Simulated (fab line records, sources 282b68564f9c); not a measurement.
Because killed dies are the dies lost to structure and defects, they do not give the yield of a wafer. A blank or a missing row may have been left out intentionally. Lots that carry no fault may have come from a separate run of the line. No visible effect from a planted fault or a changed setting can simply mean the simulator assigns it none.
fab line records | flow rit-cmos | part 2 of 2: steps 30 to 41 of 41
record lots=5 wafers=15 last-day=7
route steps=202 shown NWELL@29 PWELL@39 WELLDRIVE@50 NRETRO@53 PRETRO@64
lots untouched by any fault: they come from a run of this same line in which no faults occurred
start-h: the number of hours between the record's first day and the start of the first shown wafer of the lot | wait-h: hours since the lot's step before | " unchanged from the row above | L1.1+2: one row covering several wafers at once | - no value, or no start given | * or withheld: withheld | < > ~ a bound
route shown NAME@n: NAME is a module with steps in the file, n the number in the route of the first one | usual: mean and standard deviation over wafers with no fault | same: alike in all rows | chamber/n: place in a boat | sites: per-site readings | _std_site: standard deviation across them | _edge_site: outer sites' mean less inner sites' | radius-mm: how far each site lies from the wafer's centre | mask NAME#n: copy n | behind: tool/chamber where the wafer was last shaped | hold: why the lot went on hold/how many hours it stayed there/how the hold came to an end | device: the n, p or np transistor that did not switch | end of line: the tests these same wafers got at the end of their route | step lacking rows: just its recipe | killed: count of dies lost to structure and defects at first sort (not the wafer's yield) | map: shows each die of a wafer: x if killed, . if not, _ if none is there
set.NAME: the setting the step ran with; set.NAME@STEP: the setting that earlier step ran with | model.NAME: the simulator's own value behind a step, which no gauge read
a table for each step, a row for each wafer; lots at some steps of the route
services: when a tool's chamber went out of use (start-h, in hours from the record's first day, below 0 if earlier), for how many hours, and the reason
## steps
# step RIT_NRETRO_DEVELOP_05
# recipe resist=NOVOLAK develop-time-s=68 dev-temp-c=23
# usual exhaust-pa=45.0/0.92
# columns lot.wafer tool chamber start-h wait-h exhaust-pa
L078.1 litho-track-02 0 - - 43.7
L078.4 " 0 " " 44.3
L078.6 " 0 " " 44.4
L090.1 litho-track-03 0 - - 45.3
L090.3 " 0 " " 44.3
L090.6 " 0 " " 43.7
L092.1 litho-track-04 0 - - 45.2
L092.2 " 0 " " 43.8
L092.6 " 0 " " 44.5
L093.1 litho-track-03 0 - - 46.1
L093.3 " 0 " " 46.1
L093.6 " 0 " " 45.1
L095.3 litho-track-02 0 - - 45.4
L095.4 " 0 " " 44.4
L095.6 " 0 " " 44.3
# step RIT_NRETRO_OVL_MEAS_06
# usual NRETRO_OVL=1.8/1.2
# columns lot.wafer tool chamber start-h wait-h NRETRO_OVL[nm]
L078.1 overlay-01 - 50.65 - 4.6
L078.4 " - " " -0.3
L078.6 " - " " 2.1
L090.1 overlay-01 - 109.79 - 3.4
L090.3 " - " " 2.9
L090.6 " - " " 1.2
L092.1 overlay-02 - 120.30 - -0.6
L092.2 " - " " 0.9
L092.6 " - " " -0.3
L093.1 overlay-01 - 125.02 - 0.0
L093.3 " - " " 1.6
L093.6 " - " " 1.4
L095.3 overlay-02 - 134.18 - 1.9
L095.4 " - " " 2.3
L095.6 " - " " 2.4
# step RIT_NRETRO_HARDBAKE_07
# recipe resist=NOVOLAK temp-c=140 time-s=120
# usual exhaust-pa=44.8/0.82
# same time-s=120
# columns lot.wafer tool chamber start-h wait-h exhaust-pa
L078.1 litho-track-03 0 50.72 0.1 44.9
L078.4 " 0 " " 44.8
L078.6 " 0 " " 44.5
L090.1 litho-track-04 0 109.82 0.0 44.1
L090.3 " 0 " " 43.9
L090.6 " 0 " " 44.9
L092.1 litho-track-02 0 120.34 0.0 45.2
L092.2 " 0 " " 45.7
L092.6 " 0 " " 46.0
L093.1 litho-track-02 0 125.06 0.0 45.7
L093.3 " 0 " " 45.4
L093.6 " 0 " " 44.5
L095.3 litho-track-03 0 134.29 0.1 44.4
L095.4 " 0 " " 45.8
L095.6 " 0 " " 44.8
# step RIT_NRETRO_IMPLANT_08
# recipe species=P energy-kev=70 dose-cm2=1e+13 tilt-deg=7.241
# columns lot.wafer tool chamber start-h wait-h
L078.1+4+6 implanter-02 0 50.97 0.2
L090.1+3+6 implanter-02 0 110.07 0.2
L092.1+2+6 implanter-02 0 120.59 0.2
L093.1+3+6 implanter-02 0 125.31 0.2
L095.3+4+6 implanter-02 0 134.51 0.2
# step RIT_NRETRO_STRIP_09
# recipe chemistry=O2 time-s=180 resist=NOVOLAK platen-temp-c=withheld power-w=500 pressure-mtorr=4000 o2-flow-sccm=4000
# usual drypump-motor-current-A=5.4/0.31
# same time-s=180
# columns lot.wafer tool chamber start-h wait-h drypump-motor-current-A rf-hours-counter-h
L078.1 plasma-asher-04 1 51.12 0.1 5.4 40
L078.4 " 0 " " 5.0 -
L078.6 " 1 " " 5.5 -
L090.1 plasma-asher-03 0 110.22 0.1 5.6 28
L090.3 " 0 " " 5.6 -
L090.6 " 0 " " 5.6 -
L092.1 plasma-asher-04 0 120.74 0.1 5.0 49
L092.2 " 1 " " 5.5 49
L092.6 " 0 " " 5.0 -
L093.1 plasma-asher-04 1 125.46 0.1 5.5 49
L093.3 " 1 " " 5.4 -
L093.6 " 0 " " 5.0 -
L095.3 plasma-asher-01 0 134.67 0.1 5.7 -
L095.4 " 1 " " 5.0 -
L095.6 " 0 " " 5.7 -
# step RIT_NRETRO_TW_MEAS_10
# usual NRETRO_TW=1052/7.2
# columns lot.wafer tool chamber start-h wait-h NRETRO_TW
L078.1 film-metro-01 - 51.29 0.1 1065
L078.4 " - " " 1066
L078.6 " - " " 1070
L090.1 film-metro-03 - 110.40 0.1 1054
L090.3 " - " " 1054
L090.6 " - " " 1047
L092.1 film-metro-01 - 120.91 0.1 1064
L092.2 " - " " 1059
L092.6 " - " " 1055
L093.1 film-metro-01 - 125.63 0.1 1059
L093.3 " - " " 1056
L093.6 " - " " 1062
L095.3 film-metro-01 - 134.80 0.1 1058
L095.4 " - " " 1058
L095.6 " - " " 1058
# step RIT_PRETRO_HMDS_00
# recipe prime-time-s=60 prime-temp-c=140
# usual exhaust-pa=44.9/0.81
# columns lot.wafer tool chamber start-h wait-h exhaust-pa
L078.1 litho-track-02 0 51.55 0.2 45.7
L078.4 " 0 " " 45.3
L078.6 " 0 " " 44.7
L090.1 litho-track-03 0 110.46 0.1 45.2
L090.3 " 0 " " 44.7
L090.6 " 0 " " 45.2
L092.1 litho-track-03 0 120.97 0.1 45.7
L092.2 " 0 " " 43.5
L092.6 " 0 " " 45.2
L093.1 litho-track-01 0 125.69 0.1 46.3
L093.3 " 0 " " 44.2
L093.6 " 0 " " 44.1
L095.3 litho-track-03 0 134.89 0.1 45.5
L095.4 " 0 " " 43.9
L095.6 " 0 " " 43.4
# step RIT_PRETRO_COAT_01
# recipe resist=NOVOLAK spin-rpm=2000 resist-thk-nm=1300
# usual exhaust-pa=45.1/0.93
# columns lot.wafer tool chamber start-h wait-h exhaust-pa
L078.1 litho-track-02 0 51.70 0.1 44.1
L078.4 " 0 " " 44.7
L078.6 " 0 " " 44.9
L090.1 litho-track-03 0 110.61 0.1 44.9
L090.3 " 0 " " 44.6
L090.6 " 0 " " 45.0
L092.1 litho-track-03 0 121.12 0.1 45.2
L092.2 " 0 " " 44.8
L092.6 " 0 " " 45.7
L093.1 litho-track-01 0 125.84 0.1 44.6
L093.3 " 0 " " 44.9
L093.6 " 0 " " 46.5
L095.3 litho-track-03 0 135.04 0.1 45.0
L095.4 " 0 " " 44.8
L095.6 " 0 " " 45.1
# step RIT_PRETRO_SOFTBAKE_02
# recipe resist=NOVOLAK temp-c=90 time-s=60
# usual exhaust-pa=45.0/0.9
# same time-s=60
# columns lot.wafer tool chamber start-h wait-h exhaust-pa
L078.1 litho-track-02 0 51.85 0.1 44.5
L078.4 " 0 " " 43.9
L078.6 " 0 " " 45.0
L090.1 litho-track-03 0 110.76 0.1 43.4
L090.3 " 0 " " 45.1
L090.6 " 0 " " 45.5
L092.1 litho-track-03 0 121.27 0.1 43.3
L092.2 " 0 " " 45.6
L092.6 " 0 " " 44.2
L093.1 litho-track-01 0 125.99 0.1 45.5
L093.3 " 0 " " 46.3
L093.6 " 0 " " 46.1
L095.3 litho-track-03 0 135.19 0.1 46.0
L095.4 " 0 " " 45.0
L095.6 " 0 " " 44.6
# step RIT_PRETRO_EXPOSE_03
# recipe mask-id=M5 na=0.57 target-cd-nm=43700 dose-mj=250
# columns lot.wafer tool chamber start-h wait-h mask
L078.1+4+6 iline-stepper-01 0 52.13 0.2 M5#0
L090.1+3+6 iline-stepper-01 0 111.01 0.2 M5#0
L092.1+2+6 iline-stepper-01 0 121.55 0.2 M5#0
L093.1+3+6 iline-stepper-01 0 126.14 0.1 M5#0
L095.3+4+6 iline-stepper-02 0 135.33 0.1 M5#0
# step RIT_PRETRO_PEB_04
# recipe resist=NOVOLAK temp-c=withheld time-s=withheld
# usual exhaust-pa=45.1/0.87
# columns lot.wafer tool chamber start-h wait-h exhaust-pa
L078.1 litho-track-02 0 52.24 0.1 44.3
L078.4 " 0 " " 45.0
L078.6 " 0 " " 44.3
L090.1 litho-track-03 0 111.13 0.1 45.0
L090.3 " 0 " " 46.9
L090.6 " 0 " " 46.5
L092.1 litho-track-03 0 121.67 0.1 44.1
L092.2 " 0 " " 44.2
L092.6 " 0 " " 44.9
L093.1 litho-track-01 0 126.26 0.1 45.1
L093.3 " 0 " " 45.7
L093.6 " 0 " " 44.9
L095.3 litho-track-03 0 135.46 0.1 46.0
L095.4 " 0 " " 45.0
L095.6 " 0 " " 46.1
# step RIT_PRETRO_DEVELOP_05
# recipe resist=NOVOLAK develop-time-s=68 dev-temp-c=23
# usual exhaust-pa=44.9/0.92
# columns lot.wafer tool chamber start-h wait-h exhaust-pa
L078.1 litho-track-02 0 - - 45.6
L078.4 " 0 " " 44.0
L078.6 " 0 " " 43.6
L090.1 litho-track-03 0 - - 45.3
L090.3 " 0 " " 44.3
L090.6 " 0 " " 44.6
L092.1 litho-track-03 0 - - 44.9
L092.2 " 0 " " 43.8
L092.6 " 0 " " 44.3
L093.1 litho-track-01 0 - - 46.0
L093.3 " 0 " " 45.8
L093.6 " 0 " " 46.3
L095.3 litho-track-03 0 - - 45.9
L095.4 " 0 " " 45.3
L095.6 " 0 " " 44.2
## services
# columns tool chamber start-h hours kind
furnace-01 - 19.98 9.9 pm
iline-stepper-01 - 27.37 1.7 pm
plasma-asher-03 - 34.16 28.1 pm
implanter-04 - 39.23 2.9 repair
implanter-04 - 58.68 6.9 pm
plasma-asher-02 - 60.59 2.8 repair
iline-stepper-02 - 72.19 1.7 pm
implanter-01 - 90.75 3.0 repair
implanter-04 - 93.50 1.8 repair
iline-stepper-02 - 104.75 8.9 pm
implanter-01 - 107.51 4.6 pm
plasma-asher-02 - 108.92 9.0 pm
plasma-asher-02 0 108.92 9.0 vent-cycle
plasma-asher-02 1 108.92 9.0 vent-cycle
plasma-asher-02 0 117.92 - clean
plasma-asher-02 1 117.92 - clean
implanter-01 - 132.18 6.3 repair
